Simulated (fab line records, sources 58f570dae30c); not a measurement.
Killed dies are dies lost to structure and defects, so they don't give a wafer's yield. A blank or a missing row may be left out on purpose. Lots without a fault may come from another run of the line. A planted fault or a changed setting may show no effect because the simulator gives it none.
A struck lot beside a sound one | flow berkeley_cmos170 | 15 steps out of a route of 331
Sound: wafers L986.2, L986.3, L986.4. Struck: wafers L976.2, L976.3, L976.5. The cause comes at the end.
At each step with rows: each side's tool, then ch and its chambers, then its first start. Under that, the readings that differ: sound wafers | struck wafers | difference of the means | sigmas: that difference in standard deviations of wafers without a fault.
alike: readings whose means differ by less than 2 such deviations, and words and numbers that are the same on both sides. not compared: withheld readings, readings that some wafer has no value for, bounds like >300 that may hide the same value, and numbers for which the record gives no deviation and whose values overlap.
The two part at a step that has a row with sigmas, a row that says differs or no value, or rows on one side only. Numbers that don't overlap but have no deviation are shown without sigmas and don't part them. A reading that every wafer of one side lacks parts them only if that side has two wafers or more.

UCB170_GATE_CD_MEAS_90: target cd 350 nm.
  sound on cd_sem-01, day 10 20:57; struck on cd_sem-01, day 8 23:49
  reading    | sound             | struck            | difference | sigmas
  cd_nm (nm) | 353.6 354.0 354.3 | 349.5 350.2 347.4 | -4.9       | -3
then, 5 steps without rows for these wafers: UCB170_GATE_CLEAN_17 (cleans in SPM, time 600 s); UCB170_PLDD_HMDS_00 (prime time 60 s); UCB170_PLDD_COAT_01 (resist thk 900 nm); UCB170_PLDD_SOFTBAKE_02 (time 60 s); UCB170_PLDD_EXPOSE_03 (exposes mask PSELECT, target cd 1200 nm).
UCB170_PLDD_PEB_04:
  sound on litho_track-02 ch 0, day 10 22:59; struck on litho_track-02 ch 0, day 9 00:49
  alike: chill_plate_temp_C, plate_sensor_t_centre_C, plate_sensor_t_edge_C
then, 1 step without rows for these wafers: UCB170_PLDD_DEVELOP_05 (develop time 45 s).
UCB170_PLDD_CD_MEAS_06: target cd 1200 nm.
  sound on cd_sem-02, day 10 23:14; struck on cd_sem-01, day 9 01:05
  alike: cd_nm
UCB170_PLDD_OVL_MEAS_07:
  sound on overlay-01, day 10 23:21; struck on overlay-01, day 9 01:11
  alike: PLDD_OVL
then, 2 steps without rows for these wafers: UCB170_PLDD_IMPLANT_08; UCB170_PLDD_IMPLANT_09.
UCB170_PLDD_STRIP_10: strips in O2.
  sound on plasma_asher-03 ch 0,1, day 10 23:41; struck on plasma_asher-01 ch 0,1, day 9 01:31
  reading               | sound             | struck            | difference | sigmas
  oes_product_au (a.u.) | 0.744 0.726 0.741 | 0.674 0.678 0.675 | -0.061     | -15
  overash_fraction      | 0.5 0.5 0.5       | 0.7 0.7 0.7       | +0.2       |
  alike: drypump_motor_current_A, strip_time_to_endpoint_s
  not compared: rf_hours_counter_h
UCB170_PLDD_TW_MEAS_11:
  sound on film_metro-03, day 10 23:47; struck on film_metro-03, day 9 01:38
  alike: PLDD_TW
then, 1 step without rows for these wafers: UCB170_M3_PROBE_99.

WHERE THEY PART
First at UCB170_GATE_CD_MEAS_90; last, within this record, at UCB170_PLDD_STRIP_10. Later steps at which nothing parts them and some readings are alike: UCB170_PLDD_TW_MEAS_11.

WHY: what the simulator had put in
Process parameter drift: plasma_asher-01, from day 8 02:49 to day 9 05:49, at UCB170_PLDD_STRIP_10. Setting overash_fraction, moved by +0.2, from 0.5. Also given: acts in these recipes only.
